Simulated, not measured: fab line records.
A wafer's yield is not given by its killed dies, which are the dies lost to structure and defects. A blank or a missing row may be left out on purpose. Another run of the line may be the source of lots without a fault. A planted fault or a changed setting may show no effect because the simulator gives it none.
fab line records | flow rit-cmos
record: lots: 5 wafers: 15 last-day: 8
route steps=202 shown CONTACT@175 M1@184
lots untouched by any fault: they come from a run of this same line in which no faults occurred
start-h: start of the lot's first displayed wafer, in hours after the record's first day | wait-h: hours from the lot's prior step to this one | " same as the row above | L1.1+2: a row that stands for several wafers | - no value present, or no start provided | * or withheld: withheld | < > ~ a bound
route shown NAME@n: names a module that has steps shown in the file, with the first one's number in the route | usual: average and standard deviation across the fault-free wafers | same: alike in all rows | chamber/n: place in a boat | sites: readings site by site | _std_site: how widely they spread, as a standard deviation | _edge_site: outer sites' mean less inner sites' | radius-mm: for every site, how far away it sits from the centre of the wafer | mask NAME#n: copy n | behind: the last tool/chamber to shape the wafer | hold: what put the lot on hold/how long, in hours/how the hold closed | device: the transistor (n, p or np) that didn't switch | end of line: the route-end tests of the same wafers | step lacking rows: just its recipe | killed: count of dies lost to structure and defects at first sort (not the wafer's yield) | map: a wafer's dies, marking killed ones x, the rest . and places with no die _
set.NAME: the setting that was run; set.NAME@STEP: the one run at that earlier step | model.NAME: the simulator's own value behind a step, which no gauge read
lots seen at some steps along the route; tables by step, rows by wafer
services: the hour from which a tool's chamber was out of use, counted from the record's first day as start-h (under 0 if before that day), plus the number of hours and why
== steps ==
step: RIT_CONTACT_DEVELOP_07
recipe: resist: NOVOLAK develop-time-s: 120 dev-temp-c: 23
usual: chill-plate-temp-C: 23.00/0.11
columns lot.wafer tool chamber start-h wait-h chill-plate-temp-C
L075.2 litho-track-02 0 - - 22.85
L075.5 " 0 " " 23.07
L075.6 " 0 " " 22.94
L080.2 litho-track-02 0 - - 22.95
L080.3 " 0 " " 23.15
L080.6 " 0 " " 23.15
L086.2 litho-track-02 0 - - 22.85
L086.3 " 0 " " 22.96
L086.5 " 0 " " 22.94
L093.4 litho-track-04 0 - - 23.03
L093.5 " 0 " " 23.22
L093.6 " 0 " " 23.14
L096.1 litho-track-04 0 - - 22.93
L096.2 " 0 " " 22.94
L096.3 " 0 " " 22.92
step: RIT_CONTACT_CD_MEAS_08
recipe: target-cd-nm: 1000
usual: cd-nm: 1000.4/2
columns lot.wafer tool chamber start-h wait-h cd-nm
L075.2 cd-sem-02 - 66.64 - 1000.5
L075.5 " - " " 1000.1
L075.6 " - " " 1003.4
L080.2 cd-sem-01 - 92.01 - 996.6
L080.3 " - " " 998.2
L080.6 " - " " 996.9
L086.2 cd-sem-01 - 119.00 - 1003.8
L086.3 " - " " 1003.3
L086.5 " - " " 1002.0
L093.4 cd-sem-02 - 151.23 - 1002.4
L093.5 " - " " 1003.4
L093.6 " - " " 1002.2
L096.1 cd-sem-02 - 174.97 - 999.4
L096.2 " - " " 999.3
L096.3 " - " " 999.2
step: RIT_CONTACT_OVL_MEAS_09
usual: CONTACT_OVL: -1.3/1.6
columns lot.wafer tool chamber start-h wait-h CONTACT_OVL[nm]
L075.2 overlay-01 - 66.75 0.1 -1.1
L075.5 " - " " -0.7
L075.6 " - " " -0.6
L080.2 overlay-01 - 92.12 0.1 -3.1
L080.3 " - " " -0.7
L080.6 " - " " -1.1
L086.2 overlay-02 - 119.10 0.1 0.5
L086.3 " - " " 1.1
L086.5 " - " " 0.0
L093.4 overlay-01 - 151.31 0.1 -1.1
L093.5 " - " " -2.5
L093.6 " - " " -0.9
L096.1 overlay-02 - 175.09 0.1 -1.9
L096.2 " - " " -1.2
L096.3 " - " " -1.7
step: RIT_CONTACT_HARDBAKE_10
recipe: resist: NOVOLAK temp-c: 140 time-s: 60
usual: chill-plate-temp-C: 23.00/0.1
columns lot.wafer tool chamber start-h wait-h chill-plate-temp-C
L075.2 litho-track-04 0 66.80 0.0 22.82
L075.5 " 0 " " 22.80
L075.6 " 0 " " 23.00
L080.2 litho-track-02 0 92.18 0.0 23.08
L080.3 " 0 " " 22.99
L080.6 " 0 " " 22.98
L086.2 litho-track-04 0 119.16 0.0 22.89
L086.3 " 0 " " 22.95
L086.5 " 0 " " 23.02
L093.4 litho-track-01 0 151.40 0.1 22.97
L093.5 " 0 " " 22.96
L093.6 " 0 " " 23.03
L096.1 litho-track-02 0 175.28 0.2 23.05
L096.2 " 0 " " 23.06
L096.3 " 0 " " 23.05
step: RIT_CONTACT_ETCH_11
recipe: target-depth-a: 4800 over-etch-frac: 0.2 stop-on: TiSi2 chemistry: CHF3/CF4/Ar target: SiO2 CHF3_flow_sccm: 50 cf4-flow-sccm: 10 Ar_flow_sccm: 100 O2_flow_sccm: 5 pressure-mtorr: 100 rf-w: 200 time-s: 320
usual: drypump-motor-current-A: 5.4/0.47 oes-product-au: 0.987/0.014 throttle-valve-pct: 8.86/0.087
columns lot.wafer tool chamber start-h wait-h drypump-motor-current-A oes-product-au rf-hours-counter-h throttle-valve-pct
L075.2 rie-diel-03 3 66.93 0.1 6.3 0.979 7 8.80
L075.5 " 1 " " 5.0 0.988 - 9.01
L075.6 " 2 " " 4.7 0.972 - 8.80
L080.2 rie-diel-03 3 92.30 0.1 6.3 0.970 7 8.80
L080.3 " 1 " " 5.0 0.993 46 8.99
L080.6 " 0 " " 5.1 0.994 - 8.92
L086.2 rie-diel-04 1 119.28 0.1 5.1 0.990 134 8.81
L086.3 " 0 " " 5.6 0.993 58 8.75
L086.5 " 3 " " 5.1 0.984 - 8.94
L093.4 rie-diel-03 2 151.48 0.1 4.7 0.969 121 8.82
L093.5 " 1 " " 5.0 0.989 - 9.01
L093.6 " 2 " " 4.7 0.968 - 8.80
L096.1 rie-diel-02 2 175.43 0.1 5.8 0.959 8 8.91
L096.2 " 1 " " 5.8 0.987 52 8.89
L096.3 " 0 " " 5.0 0.982 66 8.75
step: RIT_CONTACT_STRIP_12
recipe: chemistry: O2 time-s: 180 resist: NOVOLAK platen-temp-c: withheld power-w: 500 pressure-mtorr: 4000 o2-flow-sccm: 4000
usual: drypump-motor-current-A: 6.02/0.29 rf-refl-power-W: 8.2/1.6
columns lot.wafer tool chamber start-h wait-h drypump-motor-current-A rf-hours-counter-h rf-refl-power-W
L075.2 plasma-asher-04 1 67.12 0.1 6.01 42 8.6
L075.5 " 1 " " 6.01 - 8.9
L075.6 " 0 " " 6.23 - 10.0
L080.2 plasma-asher-01 0 92.49 0.1 6.16 31 5.3
L080.3 " 1 " " 5.62 - 9.7
L080.6 " 1 " " 5.62 - 9.7
L086.2 plasma-asher-01 1 119.48 0.1 5.63 35 9.4
L086.3 " 1 " " 5.61 - 9.6
L086.5 " 0 " " 6.14 - 5.2
L093.4 plasma-asher-03 1 151.73 0.2 6.40 - 7.7
L093.5 " 1 " " 6.44 - 7.5
L093.6 " 0 " " 5.58 - 7.1
L096.1 plasma-asher-01 0 175.62 0.1 6.14 40 5.2
L096.2 " 1 " " 5.64 40 9.4
L096.3 " 0 " " 6.15 - 5.2
step: RIT_CONTACT_CD_MEAS_90
recipe: target-cd-nm: 1000
usual: cd-nm: 1000.4/2.1
columns lot.wafer tool chamber start-h wait-h cd-nm
L075.2 cd-sem-01 - 67.32 0.1 1000.5
L075.5 " - " " 1000.3
L075.6 " - " " 1003.2
L080.2 cd-sem-02 - 92.69 0.1 997.3
L080.3 " - " " 998.2
L080.6 " - " " 996.8
L086.2 cd-sem-02 - 119.67 0.1 1003.9
L086.3 " - " " 1002.8
L086.5 " - " " 1001.6
L093.4 cd-sem-02 - 151.91 0.1 1002.4
L093.5 " - " " 1003.6
L093.6 " - " " 1002.2
L096.1 cd-sem-01 - 175.80 0.1 999.3
L096.2 " - " " 999.0
L096.3 " - " " 999.8
step: RIT_CONTACT_CLEAN_13
recipe: chemistry: SC1 mix: 3:3:50 time-s: 600 temp-c: 75
usual: bath-guard-temp-C: 75.1/0.6
columns lot.wafer tool chamber start-h wait-h bath-guard-temp-C
L075.2 wet-bench-03 3 67.42 0.1 75.5
L075.5 " 3 " " 75.2
L075.6 " 3 " " 75.3
L080.2 wet-bench-04 0 92.79 0.1 75.9
L080.3 " 0 " " 75.6
L080.6 " 0 " " 75.6
L086.2 wet-bench-03 0 119.77 0.1 74.5
L086.3 " 0 " " 74.3
L086.5 " 0 " " 74.8
L093.4 wet-bench-02 2 151.97 0.0 75.5
L093.5 " 2 " " 75.3
L093.6 " 2 " " 75.4
L096.1 wet-bench-03 2 175.92 0.1 74.6
L096.2 " 2 " " 74.5
L096.3 " 2 " " 74.5
step: RIT_CONTACT_CLEAN_14
recipe: chemistry: SC2 mix: 3:3:50 time-s: 600 temp-c: 75 dry: n2-spin
usual: bath-guard-temp-C: 75.2/0.65
columns lot.wafer tool chamber start-h wait-h bath-guard-temp-C
L075.2 wet-bench-04 3 67.59 0.0 75.7
L075.5 " 3 " " 75.6
L075.6 " 3 " " 75.7
L080.2 wet-bench-03 0 92.98 0.0 74.7
L080.3 " 0 " " 74.7
L080.6 " 0 " " 74.6
L086.2 wet-bench-04 3 119.95 0.0 75.5
L086.3 " 3 " " 75.4
L086.5 " 3 " " 75.3
L093.4 wet-bench-04 0 152.16 0.0 75.4
L093.5 " 0 " " 75.8
L093.6 " 0 " " 75.6
L096.1 wet-bench-04 0 176.11 0.0 75.5
L096.2 " 0 " " 75.4
L096.3 " 0 " " 75.5
step: RIT_M1_SPUTTER_00
recipe: material: Al target-thk-nm: 400 power-w: 2000 chamber-pressure-pa: 0.4 gas: Ar time-s: 500 substrate-temp-c: 25
usual: cathode-dc-power-W: 2000.0/0.35 throttle-valve-pct: 29.8/0.87
columns lot.wafer tool chamber start-h wait-h cathode-dc-power-W throttle-valve-pct
L075.2 pvd-sputter-01 - 67.77 0.0 2000.0 31.0
L075.5 " - " " 2000.4 30.7
L075.6 " - " " 1999.6 29.9
L080.2 pvd-sputter-01 - 93.33 0.0 1999.5 30.4
L080.3 " - " " 2000.7 30.9
L080.6 " - " " 1999.8 29.6
L086.2 pvd-sputter-04 - 120.15 0.0 2000.1 30.3
L086.3 " - " " 2000.4 29.4
L086.5 " - " " 1999.6 29.4
L093.4 pvd-sputter-04 - 152.33 0.0 2000.4 28.6
L093.5 " - " " 2000.3 29.3
L093.6 " - " " 1999.7 30.5
L096.1 pvd-sputter-03 - 176.30 0.0 1999.7 30.8
L096.2 " - " " 1999.8 30.8
L096.3 " - " " 2000.0 31.1
step: RIT_M1_RS_MEAS_01
recipe: thk-meas-gauge: four-point-probe reads: Al_of_M1_SPUTTER_00
usual: M1_AL_RS: 0.0740/0.00075
columns lot.wafer tool chamber start-h wait-h M1_AL_RS[ohm/sq]
L075.2 film-metro-02 - 68.08 0.2 0.0750
L075.5 " - " " 0.0746
L075.6 " - " " 0.0733
L080.2 film-metro-04 - 93.64 0.2 0.0745
L080.3 " - " " 0.0744
L080.6 " - " " 0.0735
L086.2 film-metro-01 - 120.47 0.2 0.0751
L086.3 " - " " 0.0749
L086.5 " - " " 0.0749
L093.4 film-metro-01 - 152.69 0.2 0.0736
L093.5 " - " " 0.0742
L093.6 " - " " 0.0741
L096.1 film-metro-04 - 176.59 0.1 0.0733
L096.2 " - " " 0.0736
L096.3 " - " " 0.0732
step: RIT_M1_THK_MEAS_02
recipe: thk-meas-gauge: xrf reads: Al_of_M1_SPUTTER_00
usual: M1_AL_THK: 404/4.9
columns lot.wafer tool chamber start-h wait-h M1_AL_THK[nm]
L075.2 film-metro-02 - 68.19 0.1 399
L075.5 " - " " 401
L075.6 " - " " 410
L080.2 film-metro-04 - 93.75 0.1 400
L080.3 " - " " 404
L080.6 " - " " 406
L086.2 film-metro-01 - 120.58 0.1 396
L086.3 " - " " 397
L086.5 " - " " 396
L093.4 film-metro-01 - 152.78 0.1 405
L093.5 " - " " 399
L093.6 " - " " 401
L096.1 film-metro-04 - 176.71 0.1 407
L096.2 " - " " 403
L096.3 " - " " 407
step: RIT_M1_HMDS_03
recipe: prime-time-s: 60 prime-temp-c: 140
usual: chill-plate-temp-C: 23.00/0.11 prime-temp-c: 139.97/0.16
columns lot.wafer tool chamber start-h wait-h chill-plate-temp-C prime-temp-c
L075.2 litho-track-04 0 68.27 0.1 22.97 139.87
L075.5 " 0 " " 22.95 139.83
L075.6 " 0 " " 22.88 139.96
L080.2 litho-track-03 0 93.83 0.1 23.02 140.00
L080.3 " 0 " " 23.05 139.99
L080.6 " 0 " " 23.21 139.84
L086.2 litho-track-03 0 120.65 0.1 23.08 140.09
L086.3 " 0 " " 22.96 139.92
L086.5 " 0 " " 23.04 140.10
L093.4 litho-track-03 0 152.88 0.1 22.75 139.95
L093.5 " 0 " " 22.84 139.78
L093.6 " 0 " " 23.01 139.74
L096.1 litho-track-03 0 176.77 0.1 23.21 139.96
L096.2 " 0 " " 23.11 139.81
L096.3 " 0 " " 23.05 139.86
step: RIT_M1_COAT_04
recipe: resist: NOVOLAK spin-rpm: 2000 resist-thk-nm: 1300
usual: chill-plate-temp-C: 23.01/0.11
columns lot.wafer tool chamber start-h wait-h chill-plate-temp-C
L075.2 litho-track-04 0 68.42 0.1 23.14
L075.5 " 0 " " 23.07
L075.6 " 0 " " 23.13
L080.2 litho-track-03 0 93.98 0.1 22.95
L080.3 " 0 " " 22.87
L080.6 " 0 " " 23.02
L086.2 litho-track-03 0 120.80 0.1 22.89
L086.3 " 0 " " 23.10
L086.5 " 0 " " 23.02
L093.4 litho-track-03 0 153.03 0.1 22.95
L093.5 " 0 " " 23.00
L093.6 " 0 " " 23.00
L096.1 litho-track-03 0 176.92 0.1 23.24
L096.2 " 0 " " 23.05
L096.3 " 0 " " 23.23
step: RIT_M1_SOFTBAKE_05
recipe: resist: NOVOLAK temp-c: 90 time-s: 60
usual: chill-plate-temp-C: 23.01/0.12
columns lot.wafer tool chamber start-h wait-h chill-plate-temp-C
L075.2 litho-track-04 0 68.57 0.1 23.05
L075.5 " 0 " " 23.02
L075.6 " 0 " " 23.21
L080.2 litho-track-03 0 94.13 0.1 22.99
L080.3 " 0 " " 23.01
L080.6 " 0 " " 23.12
L086.2 litho-track-03 0 120.95 0.1 22.82
L086.3 " 0 " " 22.95
L086.5 " 0 " " 22.95
L093.4 litho-track-03 0 153.18 0.1 23.04
L093.5 " 0 " " 22.91
L093.6 " 0 " " 23.01
L096.1 litho-track-03 0 177.07 0.1 23.00
L096.2 " 0 " " 23.01
L096.3 " 0 " " 22.91
step: RIT_M1_EXPOSE_06
recipe: mask-id: M12 na: 0.6 source-shape: conventional sigma-outer: 0.5 target-cd-nm: 2600 dose-mj: 250
usual: stage-vel-mm-s: 499.95/0.28
same: sigma-outer: 0.5
columns lot.wafer tool chamber start-h wait-h mask stage-vel-mm-s
L075.2 iline-stepper-01 0 68.71 0.1 M12#0 500.02
L075.5 " 0 " " M12#0 499.80
L075.6 " 0 " " M12#0 500.20
L080.2 iline-stepper-02 0 94.36 0.2 M12#0 499.92
L080.3 " 0 " " M12#0 499.96
L080.6 " 0 " " M12#0 499.99
L086.2 iline-stepper-01 0 121.10 0.1 M12#0 499.98
L086.3 " 0 " " M12#0 500.06
L086.5 " 0 " " M12#0 500.25
L093.4 iline-stepper-02 0 153.44 0.2 M12#0 499.66
L093.5 " 0 " " M12#0 499.46
L093.6 " 0 " " M12#0 499.21
L096.1 iline-stepper-01 0 177.22 0.1 M12#0 499.61
L096.2 " 0 " " M12#0 499.65
L096.3 " 0 " " M12#0 499.80
step: RIT_M1_PEB_07
recipe: resist: NOVOLAK temp-c: withheld time-s: withheld
usual: chill-plate-temp-C: *
columns lot.wafer tool chamber start-h wait-h chill-plate-temp-C
L075.2 litho-track-04 0 68.84 0.1 *
L075.5 " 0 " " *
L075.6 " 0 " " *
L080.2 litho-track-01 0 94.48 0.1 *
L080.3 " 0 " " *
L080.6 " 0 " " *
L086.2 litho-track-03 0 121.22 0.1 *
L086.3 " 0 " " *
L086.5 " 0 " " *
L093.4 litho-track-01 0 153.57 0.1 *
L093.5 " 0 " " *
L093.6 " 0 " " *
L096.1 litho-track-01 0 177.60 0.4 *
L096.2 " 0 " " *
L096.3 " 0 " " *
step: RIT_M1_DEVELOP_08
recipe: resist: NOVOLAK develop-time-s: 68 dev-temp-c: 23
usual: chill-plate-temp-C: 22.97/0.12
columns lot.wafer tool chamber start-h wait-h chill-plate-temp-C
L075.2 litho-track-04 0 - - 22.87
L075.5 " 0 " " 22.87
L075.6 " 0 " " 22.81
L080.2 litho-track-01 0 - - 23.01
L080.3 " 0 " " 22.85
L080.6 " 0 " " 22.96
L086.2 litho-track-03 0 - - 22.99
L086.3 " 0 " " 22.94
L086.5 " 0 " " 23.06
L093.4 litho-track-01 0 - - 22.96
L093.5 " 0 " " 22.96
L093.6 " 0 " " 23.16
L096.1 litho-track-01 0 - - 23.02
L096.2 " 0 " " 23.14
L096.3 " 0 " " 23.00
step: RIT_M1_CD_MEAS_09
recipe: target-cd-nm: 2600
usual: cd-nm: 2599.8/2.1
columns lot.wafer tool chamber start-h wait-h cd-nm
L075.2 cd-sem-02 - 69.14 - 2597.8
L075.5 " - " " 2597.1
L075.6 " - " " 2597.7
L080.2 cd-sem-01 - 94.79 - 2601.2
L080.3 " - " " 2598.9
L080.6 " - " " 2600.6
L086.2 cd-sem-02 - 121.53 - 2597.3
L086.3 " - " " 2597.5
L086.5 " - " " 2596.7
L093.4 cd-sem-01 - 153.87 - 2602.9
L093.5 " - " " 2603.0
L093.6 " - " " 2600.4
L096.1 cd-sem-02 - 177.91 - 2599.6
L096.2 " - " " 2602.1
L096.3 " - " " 2598.8
step: RIT_M1_OVL_MEAS_10
usual: M1_OVL: -0.8/1.6
columns lot.wafer tool chamber start-h wait-h M1_OVL[nm]
L075.2 overlay-01 - 69.25 0.1 0.5
L075.5 " - " " -0.6
L075.6 " - " " 1.0
L080.2 overlay-01 - 94.90 0.1 0.0
L080.3 " - " " -0.5
L080.6 " - " " -1.6
L086.2 overlay-02 - 121.64 0.1 -4.1
L086.3 " - " " -2.0
L086.5 " - " " -3.4
L093.4 overlay-02 - 153.95 0.1 0.2
L093.5 " - " " 0.1
L093.6 " - " " -0.2
L096.1 overlay-01 - 178.03 0.1 -1.7
L096.2 " - " " -2.2
L096.3 " - " " -2.1
step: RIT_M1_HARDBAKE_11
recipe: resist: NOVOLAK temp-c: 140 time-s: 120
usual: chill-plate-temp-C: 22.99/0.097
columns lot.wafer tool chamber start-h wait-h chill-plate-temp-C
L075.2 litho-track-01 0 69.32 0.1 23.05
L075.5 " 0 " " 22.95
L075.6 " 0 " " 22.95
L080.2 litho-track-03 0 94.98 0.1 22.98
L080.3 " 0 " " 22.87
L080.6 " 0 " " 22.98
L086.2 litho-track-01 0 121.71 0.1 22.93
L086.3 " 0 " " 23.10
L086.5 " 0 " " 22.98
L093.4 litho-track-03 0 154.09 0.1 23.06
L093.5 " 0 " " 23.02
L093.6 " 0 " " 23.10
L096.1 litho-track-03 0 178.07 0.0 22.98
L096.2 " 0 " " 22.78
L096.3 " 0 " " 22.92
step: RIT_M1_METAL_ETCH_12
recipe: stop-on: SiO2 chemistry: Cl2/BCl3 target: Al time-s: 165 over-etch-frac: 0.5 pressure-mtorr: 100 target-depth-a: 6000 rf-w: 250 Cl2_flow_sccm: 60 bcl3-flow-sccm: 50
usual: drypump-motor-current-A: 5.7/0.53 oes-product-au: 0.775/0.011 throttle-valve-pct: 8.40/0.12
columns lot.wafer tool chamber start-h wait-h drypump-motor-current-A oes-product-au rf-hours-counter-h throttle-valve-pct
L075.2 rie-metal-04 1 69.58 0.2 4.9 0.763 - 8.23
L075.5 " 1 " " 4.9 0.759 - 8.25
L075.6 " 1 " " 4.9 0.766 - 8.25
L080.2 rie-metal-02 0 95.19 0.2 5.8 0.768 1 8.52
L080.3 " 0 " " 5.8 0.772 - 8.53
L080.6 " 1 " " 6.4 0.796 - 8.40
L086.2 rie-metal-02 1 121.92 0.2 6.4 0.787 1 8.40
L086.3 " 0 " " 5.8 0.765 - 8.54
L086.5 " 1 " " 6.4 0.789 - 8.41
L093.4 rie-metal-01 1 154.27 0.1 6.2 0.775 - 8.54
L093.5 " 1 " " 6.2 0.773 - 8.56
L093.6 " 0 " " 5.6 0.776 - 8.29
L096.1 rie-metal-01 1 178.32 0.2 6.2 0.765 5 8.56
L096.2 " 0 " " 5.5 0.770 5 8.30
L096.3 " 0 " " 5.6 0.781 - 8.29
step: RIT_M1_STRIP_13
recipe: chemistry: nmp resist: NOVOLAK temp-c: 80 time-s: 600 dry: n2-spin
usual: bath-guard-temp-C: 80.1/0.46
columns lot.wafer tool chamber start-h wait-h bath-guard-temp-C
L075.2 wet-bench-04 3 69.85 0.2 80.6
L075.5 " 3 " " 80.6
L075.6 " 3 " " 80.4
L080.2 wet-bench-04 3 95.35 0.1 80.8
L080.3 " 3 " " 80.5
L080.6 " 3 " " 80.6
L086.2 wet-bench-04 1 122.08 0.1 80.2
L086.3 " 1 " " 80.5
L086.5 " 1 " " 79.9
L093.4 wet-bench-01 0 154.38 0.1 79.8
L093.5 " 0 " " 80.1
L093.6 " 0 " " 80.0
L096.1 wet-bench-03 0 178.48 0.1 79.7
L096.2 " 0 " " 79.9
L096.3 " 0 " " 79.5
step: RIT_M1_STRIP_14
recipe: chemistry: O2 time-s: 180 platen-temp-c: withheld power-w: 500 pressure-mtorr: 4000 o2-flow-sccm: 4000
usual: drypump-motor-current-A: 5.9/0.54 rf-refl-power-W: 7.4/1.1
columns lot.wafer tool chamber start-h wait-h drypump-motor-current-A rf-hours-counter-h rf-refl-power-W
L075.2 plasma-asher-03 0 70.03 0.0 5.6 42 7.2
L075.5 " 1 " " 6.4 - 7.6
L075.6 " 0 " " 5.6 - 7.4
L080.2 plasma-asher-02 1 95.54 0.0 4.9 43 8.5
L080.3 " 1 " " 4.9 - 8.5
L080.6 " 1 " " 4.9 - 8.5
L086.2 plasma-asher-01 1 122.29 0.0 5.6 35 9.8
L086.3 " 0 " " 6.1 - 5.3
L086.5 " 0 " " 6.1 - 5.2
L093.4 plasma-asher-02 0 154.63 0.1 6.6 - 5.9
L093.5 " 0 " " 6.6 - 6.0
L093.6 " 1 " " 4.9 - 8.5
L096.1 plasma-asher-03 0 178.67 0.0 5.6 54 7.7
L096.2 " 1 " " 6.5 54 7.4
L096.3 " 0 " " 5.6 - 6.9
step: RIT_M1_CD_MEAS_90
recipe: target-cd-nm: 2600
usual: cd-nm: 2599.6/2.8
columns lot.wafer tool chamber start-h wait-h cd-nm
L075.2 cd-sem-02 - 70.22 0.1 2596.6
L075.5 " - " " 2597.5
L075.6 " - " " 2595.9
L080.2 cd-sem-01 - 95.74 0.1 2600.9
L080.3 " - " " 2598.5
L080.6 " - " " 2602.2
L086.2 cd-sem-01 - 122.48 0.1 2597.2
L086.3 " - " " 2594.8
L086.5 " - " " 2596.5
L093.4 cd-sem-01 - 154.81 0.1 2605.8
L093.5 " - " " 2606.0
L093.6 " - " " 2601.1
L096.1 cd-sem-01 - 178.85 0.1 2602.6
L096.2 " - " " 2602.6
L096.3 " - " " 2599.0
step: RIT_M1_ANNEAL_15
recipe: temp-c: 450 time-s: 1800 ambient: forming_gas_H2N2
columns lot.wafer tool chamber start-h wait-h
L075.2+5+6 furnace-02 0 70.32 0.1
L080.2+3+6 furnace-02 0 95.84 0.1
L086.2+3+5 furnace-02 0 122.58 0.1
L093.4+5+6 furnace-02 0 154.87 0.0
L096.1+2+3 furnace-02 0 179.78 0.9
step: RIT_M1_BOW_MEAS_16
recipe: mode: bow
usual: M1_BOW: 18/6.9
columns lot.wafer tool chamber start-h wait-h M1_BOW[um]
L075.2 film-metro-02 - 71.84 0.0 12
L075.5 " - " " 20
L075.6 " - " " 18
L080.2 film-metro-01 - 97.36 0.0 27
L080.3 " - " " 12
L080.6 " - " " 23
L086.2 film-metro-01 - 124.10 0.0 21
L086.3 " - " " 22
L086.5 " - " " 21
L093.4 film-metro-04 - 156.43 0.1 29
L093.5 " - " " 21
L093.6 " - " " 19
L096.1 film-metro-04 - 181.28 0.0 14
L096.2 " - " " 18
L096.3 " - " " 15
step: RIT_M1_PROBE_99
usual: defect-limited-yield: 97.6/1 killed-at-contacts: 0.1/0.23 killed-at-front-end: 6.2/2.8 killed-dies: 6.3/2.7 killed-open: 3.1/2 killed-short: 3.2/1.8 sort_bin_3_pad_short: 0.1/0.18 sort_bin_5_function: 1.3/0.73 sort_bin_6_memory: 1.0/0.62 sort-n-pass: 257.7/2.7 sort-yield-pct: 97.6/1
same: gross-dies: 264 killed_at_M0_to_M3: 0 killed_at_M4_up: 0 killed-at-back-side: 0 killed-at-other: 0
columns lot.wafer tool chamber start-h wait-h defect-limited-yield[%] killed-at-contacts killed-at-front-end killed-dies killed-open killed-short sort_bin_3_pad_short[%] sort_bin_5_function[%] sort_bin_6_memory[%] sort-n-pass sort-yield-pct[%]
L075.2 prober-01 - 71.99 0.1 99.2 0 2 2 0 2 0 0.4 0.4 262.0 99.2
L075.5 prober-01 - 72.14 0.2 98.5 0 4 4 2 2 0 1.5 0 260.0 98.5
L075.6 prober-01 - 72.19 0.2 97.7 0 6 6 1 5 0.4 1.1 0.8 258.0 97.7
L080.2 prober-02 - 97.51 0.1 97.7 0 6 6 4 2 0 1.1 1.1 258.0 97.7
L080.3 prober-02 - 97.56 0.2 98.5 0 4 4 3 1 0 0.8 0.8 260.0 98.5
L080.6 prober-02 - 97.71 0.2 97.0 0 8 8 5 3 0.4 1.9 0.8 256.0 97.0
killed by level:class
L075.2 GATE:geometric-particle:short=1 SILICIDE:geometric-particle:short=1
L075.5 FOX1:geometric-particle:open=1 FOX1:geometric-particle:short=1 SPACER:geometric-particle:open=1 SPACER:geometric-particle:short=1
L075.6 REOX:geometric-particle:short=3 ACTIVE:geometric-particle:open=1 GATE:geometric-particle:short=1 SILICIDE:geometric-particle:short=1
L080.2 FOX1:geometric-particle:open=1 FOX2:geometric-particle:open=1 GATE:geometric-particle:short=1 REOX:geometric-particle:short=1 SPACER:geometric-particle:open=1 SILICIDE:geometric-particle:open=1
L080.3 FOX1:geometric-particle:short=1 FOX2:geometric-particle:open=1 GATE:geometric-particle:open=1 SILICIDE:geometric-particle:open=1
L080.6 FOX1:geometric-particle:open=2 GATE:geometric-particle:open=1 GATE:geometric-particle:short=1 REOX:geometric-particle:open=1 SPACER:geometric-particle:short=1 SPACER:geometric-particle:open=1 STARTING-WAFER:geometric-particle:short=1
== services ==
columns tool chamber start-h hours kind
plasma-asher-04 - 45.85 1.2 repair
rie-diel-02 - 48.60 0.4 repair
pvd-sputter-01 - 51.14 2.0 repair
rie-metal-04 0 57.60 16.7 repair
iline-stepper-01 - 64.65 1.1 repair
rie-metal-02 0 66.56 4.9 repair
pvd-sputter-03 - 72.33 36.9 repair
rie-diel-04 2 79.69 2.3 repair
rie-diel-04 - 85.92 0.3 repair
rie-diel-04 0 91.03 4.7 repair
rie-diel-02 3 97.35 7.3 repair
pvd-sputter-01 - 99.46 6.6 repair
rie-metal-04 0 101.85 2.4 repair
plasma-asher-04 - 108.75 9.0 pm
rie-diel-04 2 109.71 2.6 repair
wet-bench-01 - 111.40 6.5 repair
pvd-sputter-01 - 115.72 1.0 repair
rie-diel-02 3 116.69 4.2 repair
rie-diel-02 2 129.56 2.0 repair
rie-metal-04 - 136.12 20.0 pm
rie-diel-04 0 150.11 4.5 repair
rie-diel-03 - 164.18 4.3 pm
iline-stepper-01 - 173.85 1.7 pm
furnace-02 - 176.23 1.5 repair
== key ==
fault none
